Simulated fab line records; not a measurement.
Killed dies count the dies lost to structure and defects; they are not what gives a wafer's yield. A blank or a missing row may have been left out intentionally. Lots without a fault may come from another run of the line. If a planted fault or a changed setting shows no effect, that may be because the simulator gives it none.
What tool caused it? | flow berkeley cmos170 | 14 lots, 42 wafers sampled, at 4 steps of a route of 331

## WHAT THE GAUGES SHOWED, per wafer
UCB170_M1_OVL_MEAS_10. Usual: M1_OVL -2 nm, standard deviation 4.9.
lot  | measured     | on         | M1_OVL (nm) | flag
L614 | day 7 16:20  | overlay-01 | 4 3 -2      |
L616 | day 8 03:15  | overlay-01 | 4 -6 -3     |
L617 | day 8 03:00  | overlay-02 | -8 -4 -9    |
L620 | day 8 22:49  | overlay-02 | -7 0 2      |
L619 | day 8 21:58  | overlay-02 | -10 -12 -2  |
L618 | day 8 23:14  | overlay-02 | -1 -3 0     |
L624 | day 9 06:45  | overlay-02 | -7 1 1      |
L630 | day 10 12:20 | overlay-02 | -1 1 0      |
L625 | day 10 15:01 | overlay-02 | 0 -5 -12    |
L626 | day 10 14:37 | overlay-02 | 8 -7 -2     |
L631 | day 11 11:50 | overlay-02 | -7 2 -6     |
L633 | day 11 12:50 | overlay-01 | -3 0 -6     |
L636 | day 12 01:58 | overlay-02 | -9 -6 -3    |
L637 | day 12 10:52 | overlay-02 | -3 1 -1     |

UCB170_V2_CD_MEAS_12: the cd target is 700 nm. Usual: 700.1 nm for cd nm, sd 1.3.
lot  | measured     | on        | cd nm (nm)        | flag
L614 | day 8 03:34  | cd sem-02 | 700.9 701.6 700.5 |
L616 | day 8 14:06  | cd sem-01 | 703.0 700.7 701.1 |
L617 | day 8 12:47  | cd sem-02 | 700.2 700.8 702.4 |
L620 | day 9 07:58  | cd sem-01 | 700.3 701.2 699.8 |
L619 | day 9 06:32  | cd sem-01 | 700.6 699.4 701.4 |
L618 | day 9 08:19  | cd sem-02 | 700.5 700.5 699.3 |
L624 | day 9 20:22  | cd sem-01 | 698.3 699.5 698.2 |
L630 | day 11 02:16 | cd sem-01 | 700.5 699.3 700.1 |
L625 | day 11 07:40 | cd sem-01 | 700.2 701.6 699.5 |
L626 | day 11 07:26 | cd sem-01 | 698.1 700.3 699.0 |
L631 | day 11 21:05 | cd sem-01 | 698.9 700.7 699.2 |
L633 | day 11 22:44 | cd sem-01 | 699.2 700.4 700.7 |
L636 | day 12 11:40 | cd sem-01 | 700.3 701.3 701.6 |
L637 | day 12 19:54 | cd sem-02 | 701.1 701.7 700.5 |

UCB170_M3_CD_MEAS_90: the cd target is 700 nm. Usual: 702 nm for cd nm, sd 3.3.
lot  | measured     | on        | cd nm (nm)  | flag
L614 | day 8 06:51  | cd sem-02 | 701 699 700 |
L616 | day 8 17:56  | cd sem-01 | 696 697 697 |
L617 | day 8 16:16  | cd sem-01 | 694 698 696 |
L620 | day 9 11:16  | cd sem-02 | 706 705 705 |
L619 | day 9 09:35  | cd sem-01 | 702 703 704 |
L618 | day 9 11:41  | cd sem-01 | 699 699 697 |
L624 | day 10 01:25 | cd sem-02 | 710 700 705 |
L630 | day 11 05:57 | cd sem-02 | 699 700 701 |
L625 | day 11 11:50 | cd sem-02 | 703 699 701 |
L626 | day 11 11:11 | cd sem-01 | 699 707 708 |
L631 | day 12 00:10 | cd sem-02 | 707 705 701 |
L633 | day 12 01:52 | cd sem-01 | 706 697 699 |
L636 | day 12 15:32 | cd sem-01 | 707 707 696 |
L637 | day 12 22:58 | cd sem-02 | 703 701 703 |

## EACH LOT AND THE TOOL THAT RAN IT (in order: tool; ch and the chambers of the sampled wafers; start)
lot  | UCB170_GATE_ETCH_14
L614 | rie diel-02 ch 0,2,3, day 6 17:48
L616 | rie diel-03 ch 0,1, day 7 00:20
L617 | rie diel-04 ch 1,2,3, day 7 00:34
L620 | rie diel-03 ch 0,2,3, day 7 21:58
L619 | rie diel-04 ch 0,2,3, day 7 22:05
L618 | rie diel-02 ch 1,2,3, day 7 22:16
L624 | rie diel-02 ch 0,2, day 8 09:03
L630 | rie diel-03 ch 0,1,2, day 9 09:39
L625 | rie diel-04 ch 0,2, day 9 09:56
L626 | rie diel-04 ch 0,2,3, day 9 10:27
L631 | rie diel-02 ch 1,2,3, day 10 10:31
L633 | rie diel-03 ch 0,2,3, day 10 10:47
L636 | rie diel-02 ch 1,3, day 10 22:36
L637 | rie diel-02 ch 0,1,3, day 11 06:49
- UCB170_GATE_ETCH_14: etches BARC in N2/H2.

## AS READ BY THE TOOLS THEMSELVES (means over the sampled wafers that have a number; for cases with no such wafer, the mark the record gives instead)
UCB170_GATE_ETCH_14. Usual: drypump motor current A 5.7 A, standard deviation 0.46; h2 flow sccm 200.0 sccm, standard deviation 0.57; oes product au 0.993 a.u., standard deviation 0.021; throttle valve pct 13.21 %, standard deviation 0.2.
lot  | tool        | drypump motor current A (A) | h2 flow sccm (sccm) | oes product au (a.u.) | throttle valve pct (%) | flag
L614 | rie diel-02 | 5.8                         | 199.8               | 0.985                 | 13.17                  |
L616 | rie diel-03 | 5.9                         | 199.9               | 0.966                 | 13.06                  |
L617 | rie diel-04 | 5.6                         | 199.8               | 0.994                 | 13.38                  |
L620 | rie diel-03 | 5.6                         | 200.3               | 0.992                 | 13.15                  |
L619 | rie diel-04 | 5.2                         | 200.1               | 1.002                 | 13.38                  |
L618 | rie diel-02 | 5.5                         | 200.4               | 0.982                 | 13.30                  |
L624 | rie diel-02 | 5.7                         | 200.3               | 0.983                 | 13.26                  |
L630 | rie diel-03 | 5.9                         | 200.7               | 0.990                 | 13.05                  |
L625 | rie diel-04 | 5.0                         | 200.0               | 1.013                 | 13.28                  |
L626 | rie diel-04 | 5.2                         | 199.7               | 1.003                 | 13.38                  |
L631 | rie diel-02 | 5.5                         | 200.3               | 0.997                 | 13.32                  |
L633 | rie diel-03 | 5.6                         | 200.1               | 1.000                 | 13.16                  |
L636 | rie diel-02 | 5.5                         | 199.7               | 1.019                 | 13.29                  |
L637 | rie diel-02 | 5.8                         | 199.7               | 1.007                 | 13.14                  |

## THE ANSWER, worked out from the rows above alone
Rule: a lot counts as off when the mean over its wafers that have a number is more than 3 standard deviations away from the usual mean. Also off: a lot with no number at a reading for which 4 or more lots have one. Where the step has rows for the other lots, those lots are counted as sound. First the gauges in route order, then the tools' own readings, where a lot's mean is used as printed above. The first step at which some lot is off is used, and at that step the reading that is off furthest; a lot without a number counts as furthest.
No lot is off on any of the readings shown, so nothing can be concluded from this.

## WHAT HAD BEEN PUT IN BY THE SIMULATOR
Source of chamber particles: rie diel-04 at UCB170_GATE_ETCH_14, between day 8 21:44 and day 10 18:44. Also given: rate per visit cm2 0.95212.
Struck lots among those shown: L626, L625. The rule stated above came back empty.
